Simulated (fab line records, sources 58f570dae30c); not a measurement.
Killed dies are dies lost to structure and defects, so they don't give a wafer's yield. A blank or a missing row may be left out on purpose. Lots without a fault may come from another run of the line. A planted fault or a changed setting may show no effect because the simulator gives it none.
A struck lot beside a sound one | flow berkeley_cmos170 | 42 steps out of a route of 331
Sound: wafers L328.1, L328.5, L328.6. Struck: wafers L337.1, L337.2, L337.6. The cause comes at the end.
At each step with rows: each side's tool, then ch and its chambers, then its first start. Under that, the readings that differ: sound wafers | struck wafers | difference of the means | sigmas: that difference in standard deviations of wafers without a fault.
alike: readings whose means differ by less than 2 such deviations, and words and numbers that are the same on both sides. not compared: withheld readings, readings that some wafer has no value for, bounds like >300 that may hide the same value, and numbers for which the record gives no deviation and whose values overlap.
The two part at a step that has a row with sigmas, a row that says differs or no value, or rows on one side only. Numbers that don't overlap but have no deviation are shown without sigmas and don't part them. A reading that every wafer of one side lacks parts them only if that side has two wafers or more.

UCB170_SDANNEAL_RTA_01: time 5 s.
  sound on rtp_anneal-02 ch 0, day 8 18:41; struck on rtp_anneal-02 ch 0, day 11 02:04
  alike: lamp_power_pct, wafer_temp_C_max
UCB170_SDANNEAL_RS_MEAS_02: measures by four-point-probe.
  sound on film_metro-03, day 8 18:44; struck on film_metro-02, day 11 02:07
  alike: PSD_RS
UCB170_SDANNEAL_RS_MEAS_03: measures by four-point-probe.
  sound on film_metro-03, day 8 18:52; struck on film_metro-02, day 11 02:14
  alike: NSD_RS
UCB170_SDANNEAL_RS_MEAS_04: measures by four-point-probe.
  sound on film_metro-03, day 8 18:59; struck on film_metro-02, day 11 02:22
  alike: PLDD_RS
UCB170_SDANNEAL_RS_MEAS_05: measures by four-point-probe.
  sound on film_metro-03, day 8 19:06; struck on film_metro-02, day 11 02:29
  alike: NLDD_RS
then, 1 step without rows for these wafers: UCB170_SILICIDE_PRE_CLEAN_00 (preclean etch time 60 s).
UCB170_SILICIDE_SPUTTER_01: material Ti, target thk 30 nm, time 25 s.
  sound on pvd_sputter-03, day 8 19:17; struck on pvd_sputter-04, day 11 02:40
  alike: chamber_pressure_pa, throttle_valve_pct
UCB170_SILICIDE_RS_MEAS_02: measures by four-point-probe.
  sound on film_metro-04, day 8 19:19; struck on film_metro-03, day 11 02:42
  alike: SILICIDE_TI_RS
UCB170_SILICIDE_THK_MEAS_03: measures by xrf.
  sound on film_metro-04, day 8 19:26; struck on film_metro-03, day 11 02:49
  alike: SILICIDE_TI_THK
then, 3 steps without rows for these wafers: UCB170_SILICIDE_RTA_04 (time 15 s); UCB170_SILICIDE_WET_ETCH_05 (etches Ti in SPM, time 45 s); UCB170_CONTACT_CLEAN_00 (cleans in SPM, time 600 s).
UCB170_CONTACT_CVD_01: deposits PSG from SiH4/O2/PH3, target thk 700 nm, time 2820 s.
  sound on lpcvd-01 ch 1, day 8 20:48; struck on lpcvd-02 ch 0, day 11 03:46
  reading                                 | sound             | struck            | difference | sigmas
  model.PSG_of_CONTACT_CVD_01.thk_nm (nm) | 714.2 709.8 708.6 | 512.9 513.1 508.9 | -199.2     |
  alike: ph3_flow_sccm
UCB170_CONTACT_THK_MEAS_02:
  sound on film_metro-01, day 8 22:35; struck on film_metro-04, day 11 05:47
  reading              | sound       | struck      | difference | sigmas
  CONTACT_PSG_THK (nm) | 714 710 709 | 513 514 509 | -199       | -25
  not compared: hold
then, 4 steps without rows for these wafers: UCB170_CONTACT_COAT_04 (resist thk 900 nm); UCB170_CONTACT_SOFTBAKE_05 (time 60 s); UCB170_CONTACT_STRIP_06 (strips in O2); UCB170_CONTACT_CLEAN_07 (cleans in SPM, time 600 s).
UCB170_CONTACT_RTA_08: time 10 s.
  sound on rtp_anneal-02 ch 0, day 8 23:43; struck on rtp_anneal-01 ch 0, day 11 08:47
  alike: lamp_power_pct, wafer_temp_C_max
then, 6 steps without rows for these wafers: UCB170_CONTACT_COAT_09; UCB170_CONTACT_COAT_10 (resist thk 900 nm); UCB170_CONTACT_SOFTBAKE_11 (time 60 s); UCB170_CONTACT_EXPOSE_12 (exposes mask CONT, target cd 700 nm); UCB170_CONTACT_PEB_13; UCB170_CONTACT_DEVELOP_14 (develop time 45 s).
UCB170_CONTACT_CD_MEAS_15: target cd 700 nm.
  sound on cd_sem-01, day 9 00:47; struck on cd_sem-02, day 11 09:56
  reading    | sound             | struck            | difference | sigmas
  cd_nm (nm) | 697.7 699.1 697.8 | 701.7 701.6 702.0 | +3.6       | +2
UCB170_CONTACT_OVL_MEAS_16:
  sound on overlay-02, day 9 00:55; struck on overlay-02, day 11 10:04
  alike: CONTACT_OVL
UCB170_CONTACT_ETCH_17: etches BARC in N2/H2.
  sound on rie_diel-04 ch 1,2, day 9 00:56; struck on rie_diel-03 ch 1,2,3, day 11 10:06
  alike: drypump_motor_current_A, n2_flow_sccm, oes_product_au, throttle_valve_pct
UCB170_CONTACT_ETCH_18: etches PSG in CHF3/CF4/Ar, stops on TiSi2, target depth 840 nm, time 195 s.
  sound on rie_diel-04 ch 1,2; struck on rie_diel-03 ch 1,2,3
  reading                             | sound             | struck            | difference | sigmas
  oes_product_au (a.u.)               | 0.907 0.896 0.906 | 0.775 0.772 0.750 | -0.137     | -11
  model.etch.depth_nm (nm)            | 714.2 709.8 708.6 | 512.9 513.1 508.9 | -199.2     |
  model.CONTACT.feature_depth_nm (nm) | 714.2 709.8 708.6 | 512.9 513.1 508.9 | -199.2     |
  alike: drypump_motor_current_A, throttle_valve_pct
  not compared: rf_hours_counter_h
UCB170_CONTACT_STRIP_19: strips in O2.
  sound on plasma_asher-02 ch 0,1, day 9 01:07; struck on plasma_asher-03 ch 0,1, day 11 10:16
  alike: drypump_motor_current_A, oes_product_au
  not compared: rf_hours_counter_h
UCB170_CONTACT_CD_MEAS_90: target cd 700 nm.
  sound on cd_sem-02, day 9 01:13; struck on cd_sem-02, day 11 10:22
  alike: cd_nm
then, 2 steps without rows for these wafers: UCB170_CONTACT_CLEAN_20 (cleans in SPM, time 600 s); UCB170_M1_SPUTTER_00 (material Al, target thk 600 nm, time 80 s).
UCB170_M1_RS_MEAS_01: measures by four-point-probe.
  sound on film_metro-03, day 9 01:42; struck on film_metro-02, day 11 10:44
  alike: M1_AL_RS
UCB170_M1_THK_MEAS_02: measures by xrf.
  sound on film_metro-03, day 9 01:49; struck on film_metro-02, day 11 10:51
  alike: M1_AL_THK
then, 6 steps without rows for these wafers: UCB170_M1_COAT_03; UCB170_M1_COAT_04 (resist thk 900 nm); UCB170_M1_SOFTBAKE_05 (time 60 s); UCB170_M1_EXPOSE_06 (exposes mask METAL1, target cd 700 nm); UCB170_M1_PEB_07; UCB170_M1_DEVELOP_08 (develop time 45 s).
UCB170_M1_METAL_ETCH_12: etches Al in Cl2/BCl3, stops on PSG, target depth 780 nm, time 130 s.
  sound on rie_metal-03 ch 0,1, day 9 03:24; struck on rie_metal-03 ch 0, day 11 12:33
  reading                                 | sound           | struck            | difference | sigmas
  model.PSG_of_CONTACT_CVD_01.thk_nm (nm) | 676.4 672.2 671 | 474.6 475.3 471.1 | -199.5     |
  alike: drypump_motor_current_A, oes_product_au, throttle_valve_pct
  not compared: rf_hours_counter_h

WHERE THEY PART
First at UCB170_CONTACT_THK_MEAS_02; last, within this record, at UCB170_CONTACT_ETCH_18. Later steps at which nothing parts them and some readings are alike: UCB170_CONTACT_STRIP_19, UCB170_CONTACT_CD_MEAS_90, UCB170_M1_RS_MEAS_01, UCB170_M1_THK_MEAS_02, UCB170_M1_METAL_ETCH_12.

WHY: what the simulator had put in
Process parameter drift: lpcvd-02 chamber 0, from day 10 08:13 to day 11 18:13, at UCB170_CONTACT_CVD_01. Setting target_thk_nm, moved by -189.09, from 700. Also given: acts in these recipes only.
